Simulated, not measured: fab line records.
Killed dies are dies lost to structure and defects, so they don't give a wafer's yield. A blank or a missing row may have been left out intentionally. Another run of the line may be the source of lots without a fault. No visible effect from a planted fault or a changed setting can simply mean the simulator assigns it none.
fab line records	flow ritCmos
record: lots: 6	wafers: 18	lastDay: 7
route steps=202 shown GATE@92 REOX@98 NLDD@103 PLDD@114 SPACER@125 NSD@131 PSD@152 M1@202
lots that met no fault: from a run of the same line without faults
startH: hours from the record's opening day to when the first of the lot's shown wafers began	waitH: hours since the lot's step before	" as in the row above	L1.1+2: one row covering several wafers at once	- no value, or no start given	* or withheld: withheld	< > ~ a bound
route shown NAME@n: NAME is a module with steps in the file, n the number in the route of the first one	usual: mean and standard deviation over wafers with no fault	same: alike in all rows	chamber/n: place in a boat	sites: per-site readings	_std_site: how widely they spread, as a standard deviation	_edge_site: the outer-site mean with the inner-site mean subtracted	radiusMm: for every site, how far away it sits from the centre of the wafer	mask NAME#n: copy n	behind: the tool/chamber that last shaped the wafer	hold: reason for holding the lot/hours on hold/outcome of the hold	device: the n, p or np transistor that did not switch	end of line: the route-end tests of the same wafers	a step with no rows: only its recipe	killed: dies lost to structure and defects at the first sort, not the wafer's yield	map: a wafer's dies, x killed, . not, _ none there
set.NAME: setting as actually run; set.NAME@STEP: the setting as run at that earlier step	model.NAME: the simulator's own value behind a step, which no gauge read
certain route steps with their lots: each step a table, each wafer a row
services: when a tool's chamber went out of use (startH, in hours from the record's first day, below 0 if earlier), for how many hours, and the reason
== steps ==
step: RIT_GATE_CD_MEAS_16
recipe: targetCdNm: 150
usual: cdNm: 150.1/2.2
lot.wafer	tool	chamber	startH	waitH	cdNm
L987.1	cdSem-01	-	48.91	-	153.4
L987.3	"	-	"	"	154.7
L987.5	"	-	"	"	152.6
L990.1	cdSem-02	-	68.21	-	150.4
L990.2	"	-	"	"	150.3
L990.5	"	-	"	"	152.9
L998.1	cdSem-01	-	102.93	-	153.9
L998.3	"	-	"	"	153.9
L998.4	"	-	"	"	153.6
L999.2	cdSem-02	-	106.48	-	149.4
L999.4	"	-	"	"	150.6
L999.5	"	-	"	"	146.7
L106.2	cdSem-01	-	143.86	-	149.2
L106.5	"	-	"	"	148.7
L106.6	"	-	"	"	148.9
L107.1	cdSem-02	-	152.80	-	148.5
L107.2	"	-	"	"	151.1
L107.4	"	-	"	"	151.5
step: RIT_GATE_OVL_MEAS_17
usual: GATE_OVL: 0.9/1.2
lot.wafer	tool	chamber	startH	waitH	GATE_OVL[nm]
L987.1	overlay-02	-	49.03	0.1	1.2
L987.3	"	-	"	"	2.1
L987.5	"	-	"	"	1.4
L990.1	overlay-02	-	68.33	0.1	0.3
L990.2	"	-	"	"	-0.6
L990.5	"	-	"	"	2.2
L998.1	overlay-02	-	103.05	0.1	1.3
L998.3	"	-	"	"	1.3
L998.4	"	-	"	"	0.9
L999.2	overlay-01	-	106.58	0.1	0.9
L999.4	"	-	"	"	1.5
L999.5	"	-	"	"	0.3
L106.2	overlay-02	-	143.97	0.1	0.4
L106.5	"	-	"	"	-0.6
L106.6	"	-	"	"	1.8
L107.1	overlay-02	-	152.92	0.1	0.4
L107.2	"	-	"	"	0.6
L107.4	"	-	"	"	0.0
step: RIT_GATE_HARDBAKE_18
recipe: resist: NOVOLAK	tempC: 140	timeS: 60
step: RIT_GATE_ETCH_19
recipe: chemistry: SF6/CHF3/O2	timeS: 165	SF6_flow_sccm: 30	CHF3_flow_sccm: 30	O2_flow_sccm: 5	target: poly-Si	pressureMtorr: 40	rfW: 160	targetDepthA: 3125	overEtchFrac: 0.25	stopOn: SiO2
usual: drypumpMotorCurrentA: 6.03/0.19	oesProductAu: 0.851/0.017	rfFwdPowerW: 159.4/0.49	throttleValvePct: 10.25/0.17
same: timeS: 165
lot.wafer	tool	chamber	startH	waitH	drypumpMotorCurrentA	oesProductAu	rfFwdPowerW	rfHoursCounterH	throttleValvePct
L987.1	rieSi-02	3	49.21	0.1	6.23	0.827	159.1	157	10.41
L987.3	"	1	"	"	6.25	0.814	160.3	51	10.34
L987.5	"	3	"	"	6.25	0.818	159.0	-	10.42
L990.1	rieSi-01	3	68.52	0.1	6.27	0.867	159.4	112	10.17
L990.2	"	0	"	"	5.98	0.874	159.8	61	9.99
L990.5	"	2	"	"	5.73	0.858	159.9	-	10.15
L998.1	rieSi-01	0	103.23	0.1	5.94	0.870	159.0	61	9.99
L998.3	"	1	"	"	6.08	0.866	159.5	0	10.27
L998.4	"	2	"	"	5.71	0.849	159.7	93	10.14
L999.2	rieSi-02	0	106.76	0.1	5.77	0.855	159.0	141	10.55
L999.4	"	1	"	"	6.24	0.824	159.6	52	10.33
L999.5	"	3	"	"	6.27	0.833	159.6	-	10.42
L106.2	rieSi-02	2	144.15	0.1	6.05	0.861	159.7	128	10.12
L106.5	"	2	"	"	5.94	0.866	159.2	-	10.12
L106.6	"	3	"	"	6.18	0.829	160.2	-	10.41
L107.1	rieSi-01	2	153.11	0.1	5.74	0.844	159.3	93	10.14
L107.2	"	0	"	"	5.94	0.861	159.4	61	9.99
L107.4	"	1	"	"	6.16	0.858	159.3	0	10.27
step: RIT_GATE_STRIP_20
recipe: chemistry: O2	timeS: 180	resist: NOVOLAK	platenTempC: withheld	powerW: 500	pressureMtorr: 4000	o2FlowSccm: 4000
usual: drypumpMotorCurrentA: 5.64/0.19
same: timeS: 180
lot.wafer	tool	chamber	startH	waitH	drypumpMotorCurrentA	rfHoursCounterH
L987.1	plasmaAsher-03	1	49.32	0.1	5.65	40
L987.3	"	1	"	"	5.65	-
L987.5	"	0	"	"	5.91	-
L990.1	plasmaAsher-01	1	68.63	0.1	5.65	41
L990.2	"	0	"	"	5.73	41
L990.5	"	0	"	"	5.71	-
L998.1	plasmaAsher-03	0	103.34	0.1	5.92	46
L998.3	"	0	"	"	5.92	-
L998.4	"	1	"	"	5.62	-
L999.2	plasmaAsher-04	1	106.87	0.1	5.28	45
L999.4	"	1	"	"	5.25	-
L999.5	"	0	"	"	5.64	-
L106.2	plasmaAsher-01	1	144.26	0.1	5.64	3
L106.5	"	1	"	"	5.65	-
L106.6	"	0	"	"	5.70	-
L107.1	plasmaAsher-04	0	153.21	0.1	5.63	51
L107.2	"	1	"	"	5.26	51
L107.4	"	0	"	"	5.63	-
step: RIT_GATE_CD_MEAS_90
recipe: targetCdNm: 150
usual: cdNm: 150.1/2.2
lot.wafer	tool	chamber	startH	waitH	cdNm
L987.1	cdSem-02	-	49.50	0.1	153.6
L987.3	"	-	"	"	154.6
L987.5	"	-	"	"	153.1
L990.1	cdSem-02	-	68.80	0.1	150.7
L990.2	"	-	"	"	149.9
L990.5	"	-	"	"	153.1
L998.1	cdSem-02	-	103.52	0.1	154.0
L998.3	"	-	"	"	153.4
L998.4	"	-	"	"	154.0
L999.2	cdSem-01	-	107.07	0.1	149.3
L999.4	"	-	"	"	150.7
L999.5	"	-	"	"	147.3
L106.2	cdSem-01	-	144.45	0.1	149.3
L106.5	"	-	"	"	148.5
L106.6	"	-	"	"	148.8
L107.1	cdSem-02	-	153.39	0.1	148.5
L107.2	"	-	"	"	151.4
L107.4	"	-	"	"	151.7
step: RIT_REOX_CLEAN_00
recipe: chemistry: SC1	mix: 3:3:50	timeS: 600	tempC: 75
step: RIT_REOX_CLEAN_01
recipe: chemistry: dHF	dilution: 50:1	timeS: 30.56
step: RIT_REOX_CLEAN_02
recipe: chemistry: SC2	mix: 3:3:50	timeS: 600	tempC: 75	dry: n2Spin
step: RIT_REOX_OXIDATION_03
recipe: tempC: 900	ambient: O2	targetThkA: 252	oxTimeS: 5580
step: RIT_REOX_THK_MEAS_04
recipe: reads: SiO2_of_REOX_OXIDATION_03
usual: REOX_OXIDE_THK: 25.1/0.53
lot.wafer	tool	chamber	startH	waitH	REOX_OXIDE_THK[nm]
L987.1	filmMetro-02	-	53.07	0.0	26.2
L987.3	"	-	"	"	26.3
L987.5	"	-	"	"	25.7
L990.1	filmMetro-01	-	72.26	0.0	24.9
L990.2	"	-	"	"	24.6
L990.5	"	-	"	"	24.9
L998.1	filmMetro-01	-	107.63	0.0	24.5
L998.3	"	-	"	"	24.7
L998.4	"	-	"	"	24.8
L999.2	filmMetro-04	-	115.87	0.0	24.9
L999.4	"	-	"	"	25.1
L999.5	"	-	"	"	24.8
L106.2	filmMetro-04	-	148.68	0.0	24.3
L106.5	"	-	"	"	24.7
L106.6	"	-	"	"	24.7
L107.1	filmMetro-02	-	156.43	0.0	24.8
L107.2	"	-	"	"	25.5
L107.4	"	-	"	"	24.9
step: RIT_NLDD_HMDS_00
recipe: primeTimeS: 60	primeTempC: 140
step: RIT_NLDD_COAT_01
recipe: resist: NOVOLAK	spinRpm: 3250	resistThkNm: 1000
usual: chillPlateTempC: 23.01/0.097	dispensePressureKPa: 50.7/2.1	spinSpeedRpm: 3249.5/2.1
lot.wafer	tool	chamber	startH	waitH	chillPlateTempC	dispensePressureKPa	spinSpeedRpm
L987.1	lithoTrack-03	0	53.32	0.1	22.98	48.8	3252.0
L987.3	"	0	"	"	23.21	48.8	3247.1
L987.5	"	0	"	"	23.00	48.8	3251.0
L990.1	lithoTrack-02	0	72.47	0.1	23.15	53.8	3249.6
L990.2	"	0	"	"	22.87	53.8	3248.2
L990.5	"	0	"	"	22.99	53.8	3248.9
L998.1	lithoTrack-02	-	107.84	0.1	-	-	-
L998.3	"	-	"	"	-	-	-
L998.4	"	-	"	"	-	-	-
L999.2	lithoTrack-02	-	116.09	0.1	-	-	-
L999.4	"	-	"	"	-	-	-
L999.5	"	-	"	"	-	-	-
L106.2	lithoTrack-04	0	148.90	0.1	22.89	50.4	3252.0
L106.5	"	0	"	"	23.05	50.4	3247.1
L106.6	"	0	"	"	22.87	50.4	3251.3
L107.1	lithoTrack-03	0	156.64	0.1	23.01	48.8	3248.3
L107.2	"	0	"	"	22.81	48.8	3249.5
L107.4	"	0	"	"	22.95	48.8	3248.2
step: RIT_NLDD_SOFTBAKE_02
recipe: resist: NOVOLAK	tempC: 90	timeS: 60
step: RIT_NLDD_EXPOSE_03
recipe: maskId: M7	na: 0.57	targetCdNm: 40700	doseMj: 250
step: RIT_NLDD_PEB_04
recipe: resist: NOVOLAK	tempC: withheld	timeS: withheld
step: RIT_NLDD_DEVELOP_05
recipe: resist: NOVOLAK	developTimeS: 50	devTempC: 23
step: RIT_NLDD_OVL_MEAS_06
usual: NLDD_OVL: -1.2/1.2
lot.wafer	tool	chamber	startH	waitH	NLDD_OVL[nm]
L987.1	overlay-02	-	54.33	-	1.0
L987.3	"	-	"	"	0.8
L987.5	"	-	"	"	-1.3
L990.1	overlay-02	-	73.29	-	-1.3
L990.2	"	-	"	"	-1.4
L990.5	"	-	"	"	-0.1
L998.1	overlay-02	-	108.54	-	-
L998.3	"	-	"	"	-
L998.4	"	-	"	"	-
L999.2	overlay-02	-	116.77	-	-
L999.4	"	-	"	"	-
L999.5	"	-	"	"	-
L106.2	overlay-01	-	149.58	-	-2.3
L106.5	"	-	"	"	-3.9
L106.6	"	-	"	"	-3.9
L107.1	overlay-02	-	157.46	-	-0.7
L107.2	"	-	"	"	-1.6
L107.4	"	-	"	"	-0.7
step: RIT_NLDD_HARDBAKE_07
recipe: resist: NOVOLAK	tempC: 140	timeS: 60
step: RIT_NLDD_IMPLANT_08
recipe: species: P	energyKev: 20	doseCm2: 5e+14	tiltDeg: 7.245
step: RIT_NLDD_STRIP_09
recipe: chemistry: O2	timeS: 180	resist: NOVOLAK	platenTempC: withheld	powerW: 500	pressureMtorr: 4000	o2FlowSccm: 4000
usual: drypumpMotorCurrentA: 5.8/0.48
same: timeS: 180
lot.wafer	tool	chamber	startH	waitH	drypumpMotorCurrentA	rfHoursCounterH
L987.1	plasmaAsher-02	0	54.67	0.1	5.5	28
L987.3	"	1	"	"	6.6	-
L987.5	"	0	"	"	5.5	-
L990.1	plasmaAsher-02	1	73.68	0.1	6.6	30
L990.2	"	0	"	"	5.5	30
L990.5	"	1	"	"	6.7	-
L998.1	plasmaAsher-02	1	108.88	0.1	6.7	34
L998.3	"	0	"	"	5.5	-
L998.4	"	1	"	"	6.6	-
L999.2	plasmaAsher-04	0	117.10	0.1	5.7	47
L999.4	"	0	"	"	5.6	-
L999.5	"	0	"	"	5.6	-
L106.2	plasmaAsher-01	0	149.91	0.1	5.7	3
L106.5	"	1	"	"	5.7	-
L106.6	"	0	"	"	5.7	-
L107.1	plasmaAsher-04	0	157.80	0.1	5.6	51
L107.2	"	1	"	"	5.3	51
L107.4	"	1	"	"	5.3	-
step: RIT_NLDD_TW_MEAS_10
usual: NLDD_TW: 2480/15
lot.wafer	tool	chamber	startH	waitH	NLDD_TW
L987.1	filmMetro-04	-	54.84	0.1	2458
L987.3	"	-	"	"	2478
L987.5	"	-	"	"	2477
L990.1	filmMetro-02	-	73.85	0.1	2485
L990.2	"	-	"	"	2492
L990.5	"	-	"	"	2485
L998.1	filmMetro-04	-	109.05	0.1	2456
L998.3	"	-	"	"	2466
L998.4	"	-	"	"	2468
L999.2	filmMetro-02	-	117.29	0.1	2492
L999.4	"	-	"	"	2487
L999.5	"	-	"	"	2482
L106.2	filmMetro-02	-	150.10	0.1	2503
L106.5	"	-	"	"	2495
L106.6	"	-	"	"	2495
L107.1	filmMetro-04	-	157.97	0.1	2461
L107.2	"	-	"	"	2477
L107.4	"	-	"	"	2480
step: RIT_PLDD_HMDS_00
recipe: primeTimeS: 60	primeTempC: 140
step: RIT_PLDD_COAT_01
recipe: resist: NOVOLAK	spinRpm: 3250	resistThkNm: 1000
step: RIT_PLDD_SOFTBAKE_02
recipe: resist: NOVOLAK	tempC: 90	timeS: 60
step: RIT_PLDD_EXPOSE_03
recipe: maskId: M8	na: 0.57	targetCdNm: 40900	doseMj: 250
step: RIT_PLDD_PEB_04
recipe: resist: NOVOLAK	tempC: withheld	timeS: withheld
step: RIT_PLDD_DEVELOP_05
recipe: resist: NOVOLAK	developTimeS: 50	devTempC: 23
step: RIT_PLDD_OVL_MEAS_06
usual: PLDD_OVL: 0.6/1.7
lot.wafer	tool	chamber	startH	waitH	PLDD_OVL[nm]
L987.1	overlay-01	-	55.88	-	-1.1
L987.3	"	-	"	"	0.1
L987.5	"	-	"	"	0.5
L990.1	overlay-02	-	74.98	-	2.0
L990.2	"	-	"	"	2.2
L990.5	"	-	"	"	1.5
L998.1	overlay-02	-	109.96	-	-1.2
L998.3	"	-	"	"	-2.1
L998.4	"	-	"	"	-2.3
L999.2	overlay-02	-	118.32	-	1.1
L999.4	"	-	"	"	0.1
L999.5	"	-	"	"	0.4
L106.2	overlay-02	-	151.00	-	4.2
L106.5	"	-	"	"	2.2
L106.6	"	-	"	"	2.9
L107.1	overlay-01	-	159.01	-	-0.2
L107.2	"	-	"	"	-2.6
L107.4	"	-	"	"	-0.4
step: RIT_PLDD_HARDBAKE_07
recipe: resist: NOVOLAK	tempC: 140	timeS: 60
step: RIT_PLDD_IMPLANT_08
recipe: species: BF2	energyKev: 20.11	doseCm2: 9e+14	tiltDeg: 7
step: RIT_PLDD_STRIP_09
recipe: chemistry: O2	timeS: 180	resist: NOVOLAK	platenTempC: withheld	powerW: 500	pressureMtorr: 4000	o2FlowSccm: 4000
usual: drypumpMotorCurrentA: 5.8/0.44
same: timeS: 180
lot.wafer	tool	chamber	startH	waitH	drypumpMotorCurrentA	rfHoursCounterH
L987.1	plasmaAsher-03	0	56.22	0.1	5.9	41
L987.3	"	0	"	"	5.9	-
L987.5	"	1	"	"	5.6	-
L990.1	plasmaAsher-03	0	75.31	0.1	5.9	43
L990.2	"	1	"	"	5.7	43
L990.5	"	0	"	"	5.9	-
L998.1	plasmaAsher-03	0	110.30	0.1	5.9	47
L998.3	"	1	"	"	5.7	-
L998.4	"	0	"	"	5.9	-
L999.2	plasmaAsher-02	0	118.65	0.1	5.6	34
L999.4	"	0	"	"	5.6	-
L999.5	"	0	"	"	5.6	-
L106.2	plasmaAsher-02	0	151.33	0.1	5.6	38
L106.5	"	0	"	"	5.5	-
L106.6	"	1	"	"	6.6	-
L107.1	plasmaAsher-04	1	159.34	0.1	5.3	51
L107.2	"	0	"	"	5.7	51
L107.4	"	0	"	"	5.6	-
step: RIT_PLDD_TW_MEAS_10
usual: PLDD_TW: 2338/14
lot.wafer	tool	chamber	startH	waitH	PLDD_TW
L987.1	filmMetro-04	-	56.39	0.1	2334
L987.3	"	-	"	"	2341
L987.5	"	-	"	"	2331
L990.1	filmMetro-02	-	75.49	0.1	2328
L990.2	"	-	"	"	2346
L990.5	"	-	"	"	2348
L998.1	filmMetro-04	-	110.47	0.1	2833
L998.3	"	-	"	"	2862
L998.4	"	-	"	"	2854
L999.2	filmMetro-03	-	118.83	0.1	2881
L999.4	"	-	"	"	2865
L999.5	"	-	"	"	2869
L106.2	filmMetro-03	-	151.52	0.1	2349
L106.5	"	-	"	"	2353
L106.6	"	-	"	"	2361
L107.1	filmMetro-04	-	159.52	0.1	2328
L107.2	"	-	"	"	2336
L107.4	"	-	"	"	2324
step: RIT_SPACER_CLEAN_00
recipe: chemistry: SC1	mix: 3:3:50	timeS: 600	tempC: 75
step: RIT_SPACER_CLEAN_01
recipe: chemistry: dHF	dilution: 50:1	timeS: 30
step: RIT_SPACER_CLEAN_02
recipe: chemistry: SC2	mix: 3:3:50	timeS: 600	tempC: 75	dry: n2Spin
step: RIT_SPACER_CVD_03
recipe: material: Si3N4	targetThkNm: 250	tempC: 810	precursor: SiH2Cl2/NH3	timeS: 3300	pressureMtorr: 300	sih2cl2FlowSccm: 60	nh3FlowSccm: 150
step: RIT_SPACER_THK_MEAS_04
recipe: reads: Si3N4_of_SPACER_CVD_03
usual: SPACER_NITRIDE_THK: 250/3.1
lot.wafer	tool	chamber	startH	waitH	SPACER_NITRIDE_THK[nm]
L987.1	filmMetro-01	-	58.73	0.0	250
L987.3	"	-	"	"	249
L987.5	"	-	"	"	250
L990.1	filmMetro-01	-	77.85	0.0	250
L990.2	"	-	"	"	251
L990.5	"	-	"	"	250
L998.1	filmMetro-03	-	112.83	0.0	249
L998.3	"	-	"	"	250
L998.4	"	-	"	"	249
L999.2	filmMetro-01	-	121.18	0.0	250
L999.4	"	-	"	"	250
L999.5	"	-	"	"	250
L106.2	filmMetro-02	-	153.86	0.0	249
L106.5	"	-	"	"	246
L106.6	"	-	"	"	249
L107.1	filmMetro-01	-	162.82	0.0	248
L107.2	"	-	"	"	248
L107.4	"	-	"	"	247
step: RIT_SPACER_ETCHBACK_05
recipe: targetDepthA: 2500	SF6_flow_sccm: 30	CHF3_flow_sccm: 30	target: Si3N4	chemistry: SF6/CHF3	pressureMtorr: 40	rfW: 250	timeS: 240	stopOn: SiO2
usual: drypumpMotorCurrentA: 5.8/0.53	oesProductAu: 0.840/0.014	rfFwdPowerW: 249.3/0.78	throttleValvePct: 10.33/0.14
same: timeS: 240
lot.wafer	tool	chamber	startH	waitH	drypumpMotorCurrentA	oesProductAu	rfFwdPowerW	rfHoursCounterH	throttleValvePct
L987.1	rieDiel-04	3	58.79	0.1	6.0	0.841	249.8	49	10.26
L987.3	"	0	"	"	5.7	0.837	248.2	115	10.27
L987.5	"	0	"	"	5.8	0.840	249.0	-	10.29
L990.1	rieDiel-03	0	77.91	0.1	5.9	0.822	249.3	70	10.26
L990.2	"	3	"	"	4.8	0.853	248.7	41	10.45
L990.5	"	3	"	"	4.8	0.839	249.3	-	10.43
L998.1	rieDiel-04	1	112.89	0.1	5.8	0.865	248.8	48	10.41
L998.3	"	0	"	"	5.7	0.834	249.0	116	10.27
L998.4	"	2	"	"	6.3	0.834	248.2	24	10.32
L999.2	rieDiel-03	2	121.23	0.0	6.1	0.839	249.6	0	9.97
L999.4	"	2	"	"	6.1	0.845	248.3	-	9.97
L999.5	"	3	"	"	4.8	0.837	249.9	-	10.43
L106.2	rieDiel-02	3	153.91	0.0	6.7	0.820	248.7	123	10.45
L106.5	"	2	"	"	5.0	0.836	249.5	-	10.54
L106.6	"	3	"	"	6.7	0.825	248.3	-	10.43
L107.1	rieDiel-03	1	162.88	0.1	5.1	0.845	248.7	1	10.46
L107.2	"	3	"	"	4.8	0.839	247.7	44	10.42
L107.4	"	1	"	"	5.1	0.854	249.6	-	10.46
step: RIT_NSD_HMDS_00
recipe: primeTimeS: 60	primeTempC: 140
step: RIT_NSD_COAT_01
recipe: resist: NOVOLAK	spinRpm: 3250	resistThkNm: 1000
step: RIT_NSD_SOFTBAKE_02
recipe: resist: NOVOLAK	tempC: 90	timeS: 60
step: RIT_NSD_TW_MEAS_10
usual: NSD_TW: 3092/18
lot.wafer	tool	chamber	startH	waitH	NSD_TW
L987.1	filmMetro-02	-	60.56	0.1	3077
L987.3	"	-	"	"	3098
L987.5	"	-	"	"	3084
L990.1	filmMetro-02	-	79.54	0.1	3097
L990.2	"	-	"	"	3100
L990.5	"	-	"	"	3107
L998.1	filmMetro-03	-	114.53	0.1	3306
L998.3	"	-	"	"	3324
L998.4	"	-	"	"	3317
L999.2	filmMetro-03	-	122.87	0.1	3324
L999.4	"	-	"	"	3334
L999.5	"	-	"	"	3329
L106.2	filmMetro-04	-	155.43	0.1	3085
L106.5	"	-	"	"	3084
L106.6	"	-	"	"	3078
L107.1	filmMetro-04	-	164.39	0.1	3082
L107.2	"	-	"	"	3076
L107.4	"	-	"	"	3079
step: RIT_PSD_TW_MEAS_10
usual: PSD_TW: 3413/22
lot.wafer	tool	chamber	startH	waitH	PSD_TW
L987.1	filmMetro-03	-	62.10	0.1	3407
L987.3	"	-	"	"	3415
L987.5	"	-	"	"	3418
L990.1	filmMetro-02	-	81.09	0.1	3431
L990.2	"	-	"	"	3429
L990.5	"	-	"	"	3428
L998.1	filmMetro-02	-	115.95	0.1	3480
L998.3	"	-	"	"	3482
L998.4	"	-	"	"	3488
L999.2	filmMetro-04	-	124.59	0.1	3501
L999.4	"	-	"	"	3485
L999.5	"	-	"	"	3475
L106.2	filmMetro-04	-	157.24	0.1	3385
L106.5	"	-	"	"	3377
L106.6	"	-	"	"	3376
L107.1	filmMetro-04	-	165.85	0.1	3386
L107.2	"	-	"	"	3382
L107.4	"	-	"	"	3380
step: RIT_M1_PROBE_99
usual: killedAtFrontEnd: 6.9/2.9	killedDies: 7.0/2.9	killedOnRim: 1.9/1.4	killedOpen: 3.4/2.1	killedShort: 3.5/1.8
same: grossDies: 264	killed_at_M0_to_M3: 0	killed_at_M4_up: 0	killedAtBackSide: 0	killedAtContacts: 0	killedAtOther: 0
lot.wafer	tool	chamber	startH	waitH	killedAtFrontEnd	killedDies	killedOnRim	killedOpen	killedShort
L987.1	prober-01	-	70.12	0.1	4	4	0	3	1
L987.3	prober-01	-	70.22	0.2	5	5	0	3	2
L987.5	prober-01	-	70.32	0.2	10	10	1	3	7
L990.1	prober-02	-	89.18	0.1	8	8	1	5	3
L990.2	prober-02	-	89.23	0.1	2	2	0	1	1
L990.5	prober-02	-	89.38	0.2	7	7	2	4	3
L998.1	prober-02	-	124.03	0.1	264	264	70	5	3
L998.3	prober-02	-	124.13	0.2	264	264	70	2	5
L998.4	prober-02	-	124.18	0.2	264	264	70	6	3
L999.2	prober-01	-	132.54	0.1	264	264	70	2	4
L999.4	prober-01	-	132.64	0.2	264	264	70	2	10
L999.5	prober-01	-	132.69	0.2	264	264	70	2	3
L106.2	prober-02	-	165.00	0.1	4	4	1	2	2
L106.5	prober-02	-	165.15	0.2	9	9	3	5	4
L106.6	prober-02	-	165.20	0.2	8	8	2	3	5
killed by level:class
L987.1 FOX2:geometricParticle:open=1 GATE:geometricParticle:open=1 REOX:geometricParticle:short=1 SPACER:geometricParticle:open=1
L987.3 FOX2:geometricParticle:open=1 FOX2:geometricParticle:short=1 GATE:geometricParticle:open=1 GATE:geometricParticle:short=1 SPACER:geometricParticle:open=1
L987.5 SPACER:geometricParticle:short=3 GATE:geometricParticle:open=2 GATE:geometricParticle:short=2 REOX:geometricParticle:short=1 SPACER:geometricParticle:open=1 SILICIDE:geometricParticle:short=1
L990.1 FOX1:geometricParticle:open=3 FOX1:geometricParticle:short=2 FOX2:geometricParticle:open=1 GATE:geometricParticle:open=1 REOX:geometricParticle:short=1
L990.2 GATE:geometricParticle:open=1 GATE:geometricParticle:short=1
L990.5 GATE:geometricParticle:open=2 FOX1:geometricParticle:short=1 FOX1:geometricParticle:open=1 FOX2:geometricParticle:open=1 FOX2:geometricParticle:short=1 GATE:geometricParticle:short=1
L998.1 NLDD:areaExpose=256 GATE:geometricParticle:open=2 SILICIDE:geometricParticle:short=2 FOX2:geometricParticle:short=1 FOX2:geometricParticle:open=1 REOX:geometricParticle:open=1 SILICIDE:geometricParticle:open=1
L998.3 NLDD:areaExpose=257 SILICIDE:geometricParticle:short=3 GATE:geometricParticle:short=2 GATE:geometricParticle:open=1 SILICIDE:geometricParticle:open=1
L998.4 NLDD:areaExpose=255 GATE:geometricParticle:open=3 SPACER:geometricParticle:short=2 FOX1:geometricParticle:open=1 FOX2:geometricParticle:open=1 SPACER:geometricParticle:open=1 SILICIDE:geometricParticle:short=1
L999.2 NLDD:areaExpose=258 GATE:geometricParticle:short=2 SPACER:geometricParticle:short=2 REOX:geometricParticle:open=1 SILICIDE:geometricParticle:open=1
L999.4 NLDD:areaExpose=252 GATE:geometricParticle:short=6 FOX2:geometricParticle:short=2 SPACER:geometricParticle:open=2 FOX1:geometricParticle:short=1 SPACER:geometricParticle:short=1
L999.5 NLDD:areaExpose=259 GATE:geometricParticle:short=1 REOX:geometricParticle:short=1 SPACER:geometricParticle:open=1 SPACER:geometricParticle:short=1 SILICIDE:geometricParticle:open=1
L106.2 SPACER:geometricParticle:short=2 FOX2:geometricParticle:open=1 SPACER:geometricParticle:open=1
L106.5 GATE:geometricParticle:open=4 GATE:geometricParticle:short=2 FOX1:geometricParticle:short=1 REOX:geometricParticle:short=1 SPACER:geometricParticle:open=1
L106.6 REOX:geometricParticle:short=3 GATE:geometricParticle:open=2 FOX2:geometricParticle:short=1 REOX:geometricParticle:open=1 SILICIDE:geometricParticle:short=1
map L998.1 (x killed, . not)
________xxxxxxx_______
_____xxxxxxxxxxxxx____
____xxxxxxxxxxxxxxx___
___xxxxxxxxxxxxxxxxx__
__xxxxxxxxxxxxxxxxxxx_
__xxxxxxxxxxxxxxxxxxx_
_xxxxxxxxxxxxxxxxxxxxx
_xxxxxxxxxxxxxxxxxxxxx
_xxxxxxxxxxxxxxxxxxxxx
_xxxxxxxxxxxxxxxxxxxxx
__xxxxxxxxxxxxxxxxxxx_
__xxxxxxxxxxxxxxxxxxx_
___xxxxxxxxxxxxxxxxx__
____xxxxxxxxxxxxxxx___
_____xxxxxxxxxxxxx____
________xxxxxxx_______
map L999.2 (x killed, . not)
________xxxxxxx_______
_____xxxxxxxxxxxxx____
____xxxxxxxxxxxxxxx___
___xxxxxxxxxxxxxxxxx__
__xxxxxxxxxxxxxxxxxxx_
__xxxxxxxxxxxxxxxxxxx_
_xxxxxxxxxxxxxxxxxxxxx
_xxxxxxxxxxxxxxxxxxxxx
_xxxxxxxxxxxxxxxxxxxxx
_xxxxxxxxxxxxxxxxxxxxx
__xxxxxxxxxxxxxxxxxxx_
__xxxxxxxxxxxxxxxxxxx_
___xxxxxxxxxxxxxxxxx__
____xxxxxxxxxxxxxxx___
_____xxxxxxxxxxxxx____
________xxxxxxx_______
== services ==
tool	chamber	startH	hours	kind
rieDiel-03	-	34.25	2.8	pm
plasmaAsher-04	-	37.92	1.1	repair
rieDiel-02	2	40.87	4.4	repair
rieDiel-04	3	43.41	5.9	repair
rieSi-01	0	45.38	2.4	repair
rieSi-01	1	55.49	-	clean
rieSi-01	1	55.49	21.2	scheduledDown
rieSi-01	1	55.49	21.2	ventCycle
rieDiel-04	1	58.61	5.6	repair
rieDiel-03	1	63.76	17.4	repair
rieSi-02	3	77.50	-	clean
rieSi-02	3	77.50	18.2	scheduledDown
rieSi-02	3	77.50	18.2	ventCycle
rieDiel-03	2	81.13	-	clean
rieDiel-03	2	81.13	-	consumableReplace:esc
rieDiel-03	2	81.13	30.9	scheduledDown
rieDiel-03	2	81.13	30.9	ventCycle
rieSi-02	1	91.66	2.4	repair
plasmaAsher-01	-	108.75	9.0	pm
rieDiel-02	-	118.34	20.4	repair
rieSi-01	-	119.35	14.6	pm
rieSi-02	1	135.92	5.5	repair
plasmaAsher-04	-	143.32	2.8	pm
rieDiel-03	0	160.43	8.9	repair
== key ==
firstSign: step: RIT_NLDD_COAT_01	reading: toolRecord	direction: missing
effect: step: RIT_NLDD_OVL_MEAS_06	reading: NLDD_OVL	direction: missing
effect: step: RIT_PLDD_TW_MEAS_10	reading: PLDD_TW	direction: up	sigmas: 37	usual: 2338	struck: 2861
effect: step: RIT_NSD_TW_MEAS_10	reading: NSD_TW	direction: up	sigmas: 13	usual: 3092	struck: 3322
effect: step: RIT_PSD_TW_MEAS_10	reading: PSD_TW	direction: up	sigmas: 3.3	usual: 3413	struck: 3485
effect: step: RIT_M1_PROBE_99	reading: killedAtFrontEnd	direction: up	sigmas: 88	usual: 6.9	struck: 264
moreKillsBornAt: RIT_NLDD_EXPOSE_03@ilineStepper-01: 1537
metAt RIT_NLDD_COAT_01
struckWafers L998.1,L998.3,L998.4,L999.2,L999.4,L999.5
testerLeftOut L998,L999
onsetBetween 72.47 107.84
fault: kind: skippedStepWhole	tool: lithoTrack-02	chamber: -	onsetH: 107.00	steps: RIT_NLDD_COAT_01	scope: struckLotsOnly
testerLeftOut: of these lots the tester's yield and bins aren't shown, on N5 and GAA mostly nor the transistor test; their killed dies are dies lost to structure and defects alone, not to doping, threshold or leakage, so they don't give the yield
